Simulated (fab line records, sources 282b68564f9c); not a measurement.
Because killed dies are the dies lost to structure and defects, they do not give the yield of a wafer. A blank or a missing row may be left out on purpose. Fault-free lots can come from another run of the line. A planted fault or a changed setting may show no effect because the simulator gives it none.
Struck lot and sound lot, side by side :: flow rit cmos :: 40 steps out of a route of 202
Sound: wafers L431.2, L431.4, L431.6. Struck: wafers L435.2, L435.3, L435.6. The cause comes at the end.
Each step with rows lists, per side, the tool, then ch with its chambers, then its first start. Under that, the readings that differ: sound wafers :: struck wafers :: difference of the means :: sigmas: that difference in standard deviations of wafers without a fault.
alike: words and numbers the same on both sides, and readings whose means are apart by under 2 such deviations; not compared: readings that were withheld, readings missing a value for some wafer, numbers with overlapping values and no deviation given by the record, and bounds like >300 which may hide the same value.
A row with sigmas, a row that says differs or no value, or rows on one side alone: a step with any of these is where the two part. When numbers do not overlap yet have no deviation, they are printed without sigmas and do not part them. Lack of a reading on every wafer of one side parts them only where that side has two or more wafers.

RIT_ACTIVE_ETCH_13: etches Si3N4 in SF6, stops on SiO2, time 210 s, target depth 210 nm.
  sound on rie diel-04 ch 1,3, day 3 16:43; struck on rie diel-01 ch 0,1,2, day 4 12:50
  alike: SF6_flow_sccm, chamber pressure mTorr, drypump motor current A, oes product au, throttle valve pct
  not compared: rf hours counter h
RIT_ACTIVE_STRIP_14: strips in O2, time 180 s.
  sound on plasma asher-01 ch 0,1, day 3 16:50; struck on plasma asher-01 ch 0,1, day 4 12:58
  alike: drypump motor current A, rf refl power W
  not compared: rf hours counter h
RIT_ACTIVE_CD_MEAS_90 targets a cd of 1400 nm.
  struck on cd sem-01, day 4 13:10; sound on cd sem-01, day 3 17:02
  alike: cd nm
then, 4 steps without rows for these wafers: RIT_ACTIVE_CLEAN_15 (cleans in SC1, time 600 s); RIT_ACTIVE_CLEAN_16 (cleans in dHF, time 30 s); RIT_ACTIVE_CLEAN_17 (cleans in SC2, time 600 s); RIT_FOX1_OXIDATION_00 (target thk 350.7 nm, ox time 1130 s).
RIT_FOX1_THK_MEAS_01:
  struck on film metro-02, day 4 14:58; sound on film metro-03, day 3 18:50
  alike: FOX1_OXIDE_THK
then, 2 steps without rows for these wafers: RIT_FOX1_WET_ETCH_02 (etches SiO2 in BOE, target depth 350 nm, time 390 s); RIT_FOX2_OXIDATION_00 (target thk 350.7 nm, ox time 1130 s).
RIT_FOX2_THK_MEAS_01:
  struck on film metro-02, day 4 16:28; sound on film metro-02, day 3 20:19
reading: FOX2_OXIDE_THK (nm)
sound: 363 360 365
struck: 351 345 347
difference: -15
sigmas: -3
then, 1 step without rows for these wafers: RIT_FOX2_CLEAN_02 (cleans in dHF, time 180 s).
RIT_FOX2_WET_ETCH_03: etches Si3N4 in H3PO4, target depth 195 nm, time 2700 s.
  sound on wet bench-01 ch 2, day 3 20:26; struck on wet bench-02 ch 1, day 4 16:35
  no value came back on the struck wafers for bath guard temp C (C), bath heat duty pct (%); on the sound wafers bath guard temp C (C) reads 164.6 164.5 164.4
reading: model.Si3N4_of_ACTIVE_CVD_03.thk nm (nm)
sound: 0 0 0
struck: 131.8 131.8 131
difference: +131.5
sigmas: 

reading: model.SiO2_of_ACTIVE_OXIDATION_01.thk nm (nm)
sound: 40.24 38.95 38.95
struck: 44.2 45.3 41.15
difference: +4.2
sigmas: 
  not compared: model.SiO2_of_FOX2_OXIDATION_00.thk nm
then, 6 steps without rows for these wafers: RIT_NWELL_HMDS_00 (prime time 61.01 s); RIT_NWELL_COAT_01 (resist thk 1300 nm); RIT_NWELL_SOFTBAKE_02 (time 60 s); RIT_NWELL_EXPOSE_03 (exposes mask M2, target cd 43900 nm); RIT_NWELL_PEB_04; RIT_NWELL_DEVELOP_05 (develop time 68 s).
RIT_NWELL_OVL_MEAS_06:
  struck on overlay-01, day 4 18:21; sound on overlay-02, day 3 22:16
  alike: NWELL_OVL
then, 2 steps without rows for these wafers: RIT_NWELL_HARDBAKE_07 (time 120 s); RIT_NWELL_IMPLANT_08.
RIT_NWELL_STRIP_09: strips in O2, time 180 s.
  sound on plasma asher-02 ch 1, day 3 22:41; struck on plasma asher-02 ch 1, day 4 18:47
  alike: drypump motor current A, rf refl power W
  not compared: rf hours counter h
RIT_NWELL_TW_MEAS_10:
  struck on film metro-01, day 4 18:58; sound on film metro-01, day 3 22:53
  alike: NWELL_TW
then, 6 steps without rows for these wafers: RIT_PWELL_HMDS_00 (prime time 60 s); RIT_PWELL_COAT_01 (resist thk 1300 nm); RIT_PWELL_SOFTBAKE_02 (time 60 s); RIT_PWELL_EXPOSE_03 (exposes mask M3, target cd 43700 nm); RIT_PWELL_PEB_04; RIT_PWELL_DEVELOP_05 (develop time 68 s).
RIT_PWELL_OVL_MEAS_06:
  struck on overlay-02, day 4 20:02; sound on overlay-01, day 4 00:02
  alike: PWELL_OVL
then, 2 steps without rows for these wafers: RIT_PWELL_HARDBAKE_07 (time 120 s); RIT_PWELL_IMPLANT_08.
RIT_PWELL_STRIP_09: strips in O2, time 180 s.
  sound on plasma asher-04 ch 0,1, day 4 00:28; struck on plasma asher-01 ch 0, day 4 20:28
  alike: drypump motor current A, rf refl power W
  not compared: rf hours counter h
RIT_PWELL_TW_MEAS_10:
  struck on film metro-04, day 4 20:38; sound on film metro-03, day 4 00:40
  alike: PWELL_TW
then, 4 steps without rows for these wafers: RIT_WELLDRIVE_ANNEAL_00 (time 14700 s); RIT_NRETRO_HMDS_00 (prime time 60 s); RIT_NRETRO_COAT_01 (resist thk 1300 nm); RIT_NRETRO_SOFTBAKE_02 (time 60 s).
RIT_GATE_CLEAN_04: cleans in dHF, time 60 s.
  sound on wet bench-01 ch 1, day 4 09:54; struck on wet bench-03 ch 3, day 5 06:14
reading: model.SiO2_of_FOX2_OXIDATION_00.thk nm (nm)
sound: 268.1 265.9 270.9
struck: 265.7 260.2 262.4
difference: -5.5
sigmas: 

WHERE THEY PART
At RIT_FOX2_THK_MEAS_01 first; at RIT_FOX2_WET_ETCH_03 last (within this record only). Later steps at which nothing parts them and some readings are alike: RIT_NWELL_OVL_MEAS_06, RIT_NWELL_STRIP_09, RIT_NWELL_TW_MEAS_10, RIT_PWELL_OVL_MEAS_06, RIT_PWELL_STRIP_09, RIT_PWELL_TW_MEAS_10.

WHY: whatever the simulator had introduced
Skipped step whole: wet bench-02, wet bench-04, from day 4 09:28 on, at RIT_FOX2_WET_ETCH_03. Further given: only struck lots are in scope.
